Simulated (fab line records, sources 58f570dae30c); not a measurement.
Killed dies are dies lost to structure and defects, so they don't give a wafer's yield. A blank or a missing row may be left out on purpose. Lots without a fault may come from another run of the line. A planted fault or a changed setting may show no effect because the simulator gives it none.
Which tool did it? | flow berkeley_cmos170 | 15 lots, 45 wafers sampled, at 4 steps of a route of 331

WHAT THE GAUGES READ, wafer by wafer
UCB170_V2_CD_MEAS_12: target cd 700 nm.
lot  | measured     | on        | cd_nm (nm)
L736 | day 7 04:28  | cd_sem-02 | 699.7 702.7 699.9
L737 | day 7 06:41  | cd_sem-02 | 699.9 698.5 699.6
L739 | day 8 05:08  | cd_sem-02 | 700.1 700.6 701.2
L740 | day 8 03:29  | cd_sem-02 | 699.6 698.2 698.2
L738 | day 8 05:41  | cd_sem-02 | 701.6 700.8 700.7
L743 | day 8 09:48  | cd_sem-02 | 700.4 700.9 700.7
L741 | day 8 09:32  | cd_sem-01 | 700.9 700.9 700.2
L747 | day 9 11:16  | cd_sem-01 | 699.5 699.2 699.6
L748 | day 10 00:32 | cd_sem-02 | 697.8 697.6 698.0
L749 | day 10 01:13 | cd_sem-02 | 699.7 699.5 699.7
L750 | day 10 10:58 | cd_sem-02 | 698.8 700.1 700.7
L751 | day 10 11:47 | cd_sem-02 | 698.6 699.3 698.0
L753 | day 10 12:47 | cd_sem-02 | 701.3 703.1 702.2
L752 | day 10 15:50 | cd_sem-01 | 701.8 700.3 701.2
L759 | day 12 08:35 | cd_sem-02 | 699.7 700.6 700.2

UCB170_M3_CD_MEAS_15: target cd 700 nm.
lot  | measured     | on        | cd_nm (nm)
L736 | day 7 07:38  | cd_sem-02 | 700.1 700.9 700.1
L737 | day 7 09:57  | cd_sem-02 | 703.2 702.9 701.2
L739 | day 8 08:33  | cd_sem-01 | 699.1 698.9 698.3
L740 | day 8 06:52  | cd_sem-01 | 700.2 701.8 701.7
L738 | day 8 09:30  | cd_sem-02 | 700.3 699.4 699.9
L743 | day 8 13:15  | cd_sem-02 | 701.2 701.3 700.5
L741 | day 8 12:53  | cd_sem-01 | 699.2 699.4 697.7
L747 | day 9 13:52  | cd_sem-01 | 697.1 697.5 698.0
L748 | day 10 03:26 | cd_sem-01 | 701.7 702.3 701.6
L749 | day 10 04:00 | cd_sem-02 | 700.9 701.2 700.3
L750 | day 10 13:46 | cd_sem-02 | 699.6 700.3 702.2
L751 | day 10 14:33 | cd_sem-01 | 698.5 699.8 698.9
L753 | day 10 15:26 | cd_sem-01 | 700.6 700.7 699.9
L752 | day 10 18:29 | cd_sem-01 | 698.9 698.0 698.2
L759 | day 12 12:28 | cd_sem-01 | 698.4 698.2 698.8

WHICH TOOL RAN EACH LOT (tool, then ch and the chambers of the sampled wafers, then the start)
lot  | UCB170_CONTACT_CLEAN_07         | UCB170_M3_STRIP_07
L736 | wet_bench-01 ch 3, day 6 11:40  | plasma_asher-01 ch 0, day 7 05:47
L737 | wet_bench-04 ch 0, day 6 15:26  | plasma_asher-02 ch 0,1, day 7 08:04
L739 | wet_bench-04 ch 2, day 7 10:25  | plasma_asher-02 ch 0,1, day 8 06:39
L740 | wet_bench-04 ch 1, day 7 11:35  | plasma_asher-04 ch 0,1, day 8 05:02
L738 | wet_bench-04 ch 0, day 7 11:45  | plasma_asher-01 ch 0,1, day 8 07:19
L743 | wet_bench-03 ch 3, day 7 16:42  | plasma_asher-04 ch 0,1, day 8 11:28
L741 | wet_bench-03 ch 3, day 7 16:58  | plasma_asher-04 ch 0, day 8 10:50
L747 | wet_bench-04 ch 0, day 8 17:52  | plasma_asher-01 ch 0,1, day 9 12:37
L748 | wet_bench-03 ch 2, day 9 08:04  | plasma_asher-01 ch 0,1, day 10 01:50
L749 | wet_bench-03 ch 3, day 9 08:45  | plasma_asher-04 ch 0,1, day 10 02:44
L750 | wet_bench-03 ch 2, day 9 15:45  | plasma_asher-02 ch 0,1, day 10 12:18
L751 | wet_bench-03 ch 1, day 9 17:33  | plasma_asher-04 ch 0,1, day 10 13:13
L753 | wet_bench-01 ch 3, day 9 21:20  | plasma_asher-04 ch 0,1, day 10 14:11
L752 | wet_bench-03 ch 2, day 10 01:02 | plasma_asher-02 ch 0, day 10 17:08
L759 | wet_bench-04 ch 1, day 11 15:25 | plasma_asher-01 ch 0,1, day 12 10:07
- UCB170_CONTACT_CLEAN_07: cleans in SPM, time 600 s.
- UCB170_M3_STRIP_07: strips in O2.

WHAT THE TOOLS THEMSELVES READ (means of the sampled wafers that have a number; where no wafer has one, the mark that the record gives instead)
UCB170_M3_STRIP_07.
lot  | tool            | drypump_motor_current_A (A) | oes_product_au (a.u.) | strip_time_to_endpoint_s (s)
L736 | plasma_asher-01 | 5.5                         | 0.736                 | 22.00
L737 | plasma_asher-02 | 5.7                         | 0.737                 | 22.04
L739 | plasma_asher-02 | 5.9                         | 0.740                 | 21.99
L740 | plasma_asher-04 | 6.2                         | 0.732                 | 21.97
L738 | plasma_asher-01 | 5.3                         | 0.739                 | 22.03
L743 | plasma_asher-04 | 6.3                         | 0.736                 | 22.00
L741 | plasma_asher-04 | 6.4                         | 0.735                 | 21.98
L747 | plasma_asher-01 | 5.3                         | 0.739                 | 22.00
L748 | plasma_asher-01 | 5.3                         | 0.735                 | 21.98
L749 | plasma_asher-04 | 6.2                         | 0.738                 | 21.91
L750 | plasma_asher-02 | 5.9                         | 0.731                 | 22.05
L751 | plasma_asher-04 | 6.3                         | 0.734                 | 21.94
L753 | plasma_asher-04 | 6.3                         | 0.736                 | 22.02
L752 | plasma_asher-02 | 6.0                         | 0.735                 | 22.01
L759 | plasma_asher-01 | 5.4                         | 0.734                 | 22.05

THE ANSWER, worked out from the rows above alone
Rule: what is usual is taken from the lots themselves. Put in order of their means at a reading, lots are off if they are a third of the lots or fewer, leave a main group of 4 or more, and stand apart from it by a gap of 3 or more times the standard deviation of the main group's means; of several such gaps the widest counts. A main group whose means are all the same, to the digits that the tables above print for the reading, isn't used. A lot without any number at a reading at which 4 lots or more have one is off too. The other lots that the step has rows for count as sound. The gauges are gone through in route order, then the tools' own readings, and for those a lot's mean is taken as printed above. The first step at which some lot is off is used, and at that step the reading that is off furthest; a lot without a number counts as furthest.
No lot is off at any reading shown: from this, nothing can be told.

WHAT THE SIMULATOR HAD PUT IN
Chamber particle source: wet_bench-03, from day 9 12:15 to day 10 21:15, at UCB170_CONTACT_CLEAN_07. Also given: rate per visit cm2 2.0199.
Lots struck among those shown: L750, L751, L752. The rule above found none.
